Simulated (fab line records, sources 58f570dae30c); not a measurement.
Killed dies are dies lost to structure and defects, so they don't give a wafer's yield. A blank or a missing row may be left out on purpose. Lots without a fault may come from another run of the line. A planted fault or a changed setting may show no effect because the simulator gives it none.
fab line records | flow berkeley_cmos170
record lots=14 wafers=42 last_day=13
route steps=331 shown START@1 NWELL@19 NVT@112 M1@249
lots that met no fault: from a run of the same line without faults
start_h: hours from the record's first day to the start of the lot's first wafer shown | wait_h: hours since the lot's step before | " the same as in the row above | L1.1+2: a row that stands for several wafers | - no value, or no start given | * or withheld: withheld | < > ~ a bound
route shown NAME@n: a module of which the file shows steps, and the number in the route of the first | usual: mean/standard deviation of fault-free wafers | same: alike in all rows | chamber/n: place in a boat | sites: the reading at each site | _std_site: their standard deviation | _edge_site: outer sites' mean less inner sites' | radius_mm: how far each site lies from the wafer's centre | mask NAME#n: copy n | behind: the tool/chamber that last shaped the wafer | hold: why the lot was held/for how many hours/how that ended | device: the transistor (n, p or np) that didn't switch | end of line: the same wafers' tests at the end of the route | a step without rows: its recipe alone | killed: dies lost to structure and defects at the first sort, not the wafer's yield | map: a wafer's dies, x killed, . not, _ none there
set.NAME: the setting as run; set.NAME@STEP: as run at that earlier step | model.NAME: the simulator's own value behind a step, which no gauge read
steps of the route over a sample of lots; a table a step, a row a wafer
services: from which hour (start_h, from the record's first day; less than 0 if before it) a tool's chamber was out of use, for how many hours, and why
## steps
# step UCB170_START_BOW_MEAS_00
# recipe mode=bow
# usual INCOMING_BOW=1/6.7
# columns lot.wafer tool chamber start_h wait_h INCOMING_BOW[um]
L112.3 film_metro-01 - 10.04 - -1
L112.5 " - " " -8
L112.6 " - " " 6
L113.1 film_metro-02 - 15.00 - 9
L113.2 " - " " 5
L113.5 " - " " 10
L115.3 film_metro-01 - 25.06 - 1
L115.4 " - " " -7
L115.5 " - " " 7
L116.1 film_metro-03 - 30.00 - 6
L116.3 " - " " 3
L116.5 " - " " -9
L117.1 film_metro-01 - 35.00 - -8
L117.2 " - " " 13
L117.4 " - " " -3
L118.1 film_metro-02 - 40.00 - 6
L118.4 " - " " 4
L118.5 " - " " 0
L121.1 film_metro-03 - 55.00 - -10
L121.3 " - " " 2
L121.4 " - " " 3
L122.4 film_metro-03 - 60.06 - -4
L122.5 " - " " -6
L122.6 " - " " 0
L126.1 film_metro-01 - 80.00 - 5
L126.5 " - " " -14
L126.6 " - " " 7
L129.3 film_metro-02 - 95.04 - -3
L129.4 " - " " 6
L129.6 " - " " 17
L131.1 film_metro-01 - 105.00 - 2
L131.3 " - " " 0
L131.6 " - " " -10
L132.2 film_metro-01 - 110.02 - 10
L132.3 " - " " 2
L132.4 " - " " 11
L133.3 film_metro-02 - 115.04 - -4
L133.4 " - " " 2
L133.5 " - " " 12
L135.4 film_metro-01 - 125.06 - -2
L135.5 " - " " -6
L135.6 " - " " 5
# step UCB170_NWELL_THK_MEAS_05
# recipe reads=Si3N4_of_NWELL_CVD_04
# usual NWELL_NITRIDE_THK=223.3/2.6
# columns lot.wafer tool chamber start_h wait_h NWELL_NITRIDE_THK[nm]
L112.3 film_metro-01 - 29.81 0.0 221.1
L112.5 " - " " 220.2
L112.6 " - " " 220.7
L113.1 film_metro-04 - 36.06 0.0 221.2
L113.2 " - " " 222.3
L113.5 " - " " 222.8
L115.3 film_metro-03 - 45.84 0.0 223.7
L115.4 " - " " 220.8
L115.5 " - " " 221.5
L116.1 film_metro-04 - 54.82 0.0 223.3
L116.3 " - " " 223.5
L116.5 " - " " 222.4
L117.1 film_metro-01 - 64.73 0.0 226.3
L117.2 " - " " 225.9
L117.4 " - " " 223.8
L118.1 film_metro-04 - 64.73 0.0 225.3
L118.4 " - " " 223.3
L118.5 " - " " 225.9
L121.1 film_metro-04 - 75.07 0.0 227.6
L121.3 " - " " 226.1
L121.4 " - " " 226.8
L122.4 film_metro-03 - 87.52 0.1 223.9
L122.5 " - " " 221.7
L122.6 " - " " 224.9
L126.1 film_metro-01 - 102.56 0.0 226.9
L126.5 " - " " 224.9
L126.6 " - " " 225.7
L129.3 film_metro-03 - 117.74 0.0 222.7
L129.4 " - " " 221.7
L129.6 " - " " 222.0
L131.1 film_metro-03 - 135.60 0.0 222.3
L131.3 " - " " 218.2
L131.6 " - " " 219.9
L132.2 film_metro-04 - 135.61 0.0 220.3
L132.3 " - " " 221.7
L132.4 " - " " 222.3
L133.3 film_metro-04 - 142.83 0.0 231.3
L133.4 " - " " 229.4
L133.5 " - " " 230.4
L135.4 film_metro-03 - 156.24 0.0 225.9
L135.5 " - " " 224.1
L135.6 " - " " 224.3
# step UCB170_NVT_STRIP_08
# recipe chemistry=O2 power_w=400 pressure_mtorr=3500 platen_temp_c=withheld o2_flow_sccm=400 overash_fraction=0.5
# usual chamber_pressure_mTorr=3500/3.2 drypump_motor_current_A=5.6/0.3 o2_flow_sccm=400.2/1.3 oes_product_au=0.735/0.0048 strip_time_to_endpoint_s=21.64/0.071
# columns lot.wafer tool chamber start_h wait_h chamber_pressure_mTorr drypump_motor_current_A o2_flow_sccm oes_product_au rf_hours_counter_h strip_time_to_endpoint_s
L113.1 plasma_asher-01 0 130.24 0.1 3502 5.9 399.3 0.728 42 21.64
L113.2 " 1 " " 3497 5.9 402.7 0.728 42 21.67
L113.5 " 1 " " 3496 5.9 402.4 0.739 - 21.66
L112.3 plasma_asher-04 1 130.32 0.1 3498 5.9 399.2 0.737 - 21.55
L112.5 " 1 " " 3501 5.9 399.9 0.735 - 21.51
L112.6 " 0 " " 3498 5.2 398.2 0.733 - 21.53
L115.3 plasma_asher-02 1 140.89 0.1 3496 5.2 401.9 0.732 - 21.65
L115.4 " 0 " " 3504 5.6 399.2 0.741 - 21.70
L115.5 " 1 " " 3510 5.2 401.3 0.730 - 21.63
L118.1 plasma_asher-02 1 156.56 0.1 3495 5.2 404.0 0.738 34 21.65
L118.4 " 0 " " 3495 5.6 401.3 0.738 - 21.65
L118.5 " 1 " " 3499 5.2 401.8 0.733 - 21.64
L116.1 plasma_asher-04 0 156.83 0.1 3503 5.2 399.7 0.728 45 21.68
L116.3 " 1 " " 3494 5.9 400.7 0.748 - 21.59
L116.5 " 0 " " 3504 5.2 399.0 0.743 - 21.63
L117.1 plasma_asher-01 0 158.03 0.1 3498 5.9 401.1 0.738 45 21.50
L117.2 " 1 " " 3499 5.9 398.4 0.735 45 21.44
L117.4 " 1 " " 3499 5.9 398.2 0.738 - 21.51
L121.1 plasma_asher-01 0 178.48 0.1 3496 5.9 400.0 0.736 47 21.51
L121.3 " 0 " " 3497 5.9 399.1 0.742 - 21.64
L121.4 " 1 " " 3495 5.9 398.9 0.733 - 21.55
L122.4 plasma_asher-04 0 184.01 0.1 3506 5.2 400.1 0.739 - 21.74
L122.5 " 1 " " 3502 5.8 398.2 0.740 - 21.80
L122.6 " 0 " " 3499 5.2 400.7 0.734 - 21.74
L126.1 plasma_asher-01 1 202.08 0.1 3502 5.9 399.9 0.735 49 21.67
L126.5 " 1 " " 3502 5.9 402.1 0.726 - 21.58
L126.6 " 0 " " 3500 5.9 398.2 0.732 - 21.63
L129.3 plasma_asher-04 0 219.07 0.1 3501 5.2 403.6 0.735 - 21.69
L129.4 " 1 " " 3499 5.9 398.7 0.738 - 21.59
L129.6 " 1 " " 3498 5.9 399.6 0.746 - 21.58
L132.2 plasma_asher-02 1 234.27 0.1 3498 5.3 400.7 0.733 43 21.65
L132.3 " 1 " " 3489 5.2 399.8 0.733 - 21.69
L132.4 " 0 " " 3493 5.6 400.8 0.727 - 21.69
L131.1 plasma_asher-01 0 234.65 0.1 3504 5.9 398.8 0.733 53 21.59
L131.3 " 0 " " 3497 5.9 401.0 0.732 - 21.62
L131.6 " 1 " " 3500 5.9 399.5 0.733 - 21.61
L133.3 plasma_asher-02 0 246.22 0.1 3499 5.6 400.8 0.729 - 21.66
L133.4 " 1 " " 3501 5.2 400.4 0.732 - 21.66
L133.5 " 0 " " 3504 5.6 399.3 0.738 - 21.71
L135.4 plasma_asher-01 0 253.62 0.1 3503 5.9 400.7 0.734 - 21.60
L135.5 " 1 " " 3502 5.9 399.9 0.741 - 21.63
L135.6 " 0 " " 3497 5.9 400.2 0.741 - 21.64
# step UCB170_M1_ETCH_11
# recipe chemistry=N2/H2 target_depth_a=withheld overetch_a=withheld target=BARC time_s=withheld source_w=500 bias_w=100 pressure_mtorr=30 n2_flow_sccm=100 h2_flow_sccm=200
# usual chamber_pressure_mTorr=29.996/0.028 drypump_motor_current_A=5.9/0.38 oes_product_au=1.009/0.022 throttle_valve_pct=13.31/0.22
# columns lot.wafer tool chamber start_h wait_h chamber_pressure_mTorr drypump_motor_current_A oes_product_au throttle_valve_pct
L113.1 rie_diel-01 1 173.17 0.0 30.018 6.2 0.996 13.01
L113.2 " 2 " " 29.960 5.8 0.978 13.41
L113.5 " 2 " " 30.034 5.8 0.975 13.41
L112.3 rie_diel-04 3 173.31 0.0 30.048 5.6 1.027 13.71
L112.5 " 1 " " 30.001 6.0 1.013 13.13
L112.6 " 2 " " 29.989 6.4 1.004 13.18
L115.3 rie_diel-04 0 187.75 0.0 29.984 5.7 1.005 13.27
L115.4 " 3 " " 30.008 5.6 1.019 13.72
L115.5 " 1 " " 29.980 6.0 1.001 13.13
L117.1 rie_diel-01 3 196.09 0.0 29.988 5.4 1.000 13.29
L117.2 " 2 " " 30.025 5.8 0.979 13.42
L117.4 " 1 " " 30.000 6.2 0.997 13.00
L116.1 rie_diel-04 2 196.45 0.0 29.996 6.4 0.997 13.16
L116.3 " 1 " " 29.999 6.0 0.996 13.15
L116.5 " 3 " " 30.025 5.6 1.024 13.69
L118.1 rie_diel-02 1 196.96 0.0 29.992 5.5 1.035 13.44
L118.4 " 0 " " 30.026 6.1 1.052 13.67
L118.5 " 1 " " 30.012 5.5 1.040 13.46
L121.1 rie_diel-02 1 219.28 0.0 29.986 5.5 1.041 13.44
L121.3 " 0 " " 29.977 6.1 1.044 13.68
L121.4 " 2 " " 30.007 5.8 0.999 13.03
L122.4 rie_diel-02 0 229.10 0.0 29.931 6.0 0.805 13.66
L122.5 " 2 " " 29.998 5.8 0.778 13.03
L122.6 " 3 " " 29.953 6.2 0.760 13.50
L126.1 rie_diel-02 3 244.69 0.0 30.016 6.2 0.762 13.50
L126.5 " 1 " " 30.022 5.5 0.797 13.42
L126.6 " 0 " " 29.991 6.1 0.813 13.64
L129.3 rie_diel-01 0 262.09 0.0 29.988 6.7 1.043 13.29
L129.4 " 1 " " 30.024 6.2 0.998 13.00
L129.6 " 0 " " 29.950 6.7 1.050 13.28
L132.2 rie_diel-04 1 278.51 0.0 30.027 6.0 1.001 13.14
L132.3 " 0 " " 30.003 5.7 1.015 13.28
L132.4 " 2 " " 30.033 6.4 1.001 13.18
L131.1 rie_diel-01 2 278.97 0.0 29.962 5.8 0.969 13.40
L131.3 " 1 " " 29.955 6.2 1.002 13.01
L131.6 " 2 " " 30.012 5.8 0.991 13.40
L133.3 rie_diel-01 2 288.59 0.0 30.005 5.8 0.985 13.38
L133.4 " 1 " " 30.017 6.2 0.999 13.00
L133.5 " 2 " " 30.007 5.8 0.985 13.40
L135.4 rie_diel-01 2 295.23 0.0 30.013 5.8 0.983 13.40
L135.5 " 0 " " 30.013 6.7 1.057 13.26
L135.6 " 3 " " 29.970 5.4 1.006 13.31
## services
# columns tool chamber start_h hours kind
rie_diel-01 2 107.55 6.5 repair
plasma_asher-02 - 120.10 2.2 repair
rie_diel-02 0 126.44 - clean
rie_diel-02 0 126.44 20.5 scheduled_down
rie_diel-02 0 126.44 20.5 vent_cycle
plasma_asher-04 - 128.12 1.3 repair
rie_diel-01 1 145.53 2.3 repair
rie_diel-01 - 146.37 2.8 pm
plasma_asher-01 - 158.69 1.4 repair
rie_diel-01 0 167.81 - clean
rie_diel-01 0 167.81 21.6 scheduled_down
rie_diel-01 0 167.81 21.6 vent_cycle
rie_diel-02 3 169.34 1.6 repair
plasma_asher-02 - 203.56 1.6 repair
rie_diel-04 2 206.53 3.4 repair
rie_diel-04 0 210.94 25.6 repair
rie_diel-01 1 212.68 2.6 repair
plasma_asher-01 - 218.85 1.7 repair
plasma_asher-04 - 224.19 13.4 repair
rie_diel-01 1 224.83 2.5 repair
plasma_asher-02 - 246.95 1.9 repair
plasma_asher-04 - 248.66 2.8 pm
rie_diel-04 1 280.39 5.5 repair
rie_diel-01 - 281.10 0.1 repair
## key
first_sign step=UCB170_M1_ETCH_11 reading=oes_product_au direction=down sigmas=10 usual=1.009 struck=0.786
effect none on later readings
met_at UCB170_M1_ETCH_11
struck_lots L122,L126
not_acting_at UCB170_START_BOW_MEAS_00,UCB170_NWELL_THK_MEAS_05,UCB170_NVT_STRIP_08
onset_between 219.28 229.10
fault kind=process_parameter_drift tool=rie_diel-02 chamber=- onset_h=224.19 steps=UCB170_M1_ETCH_11 channel=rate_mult offset=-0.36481 shape=step end_h=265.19
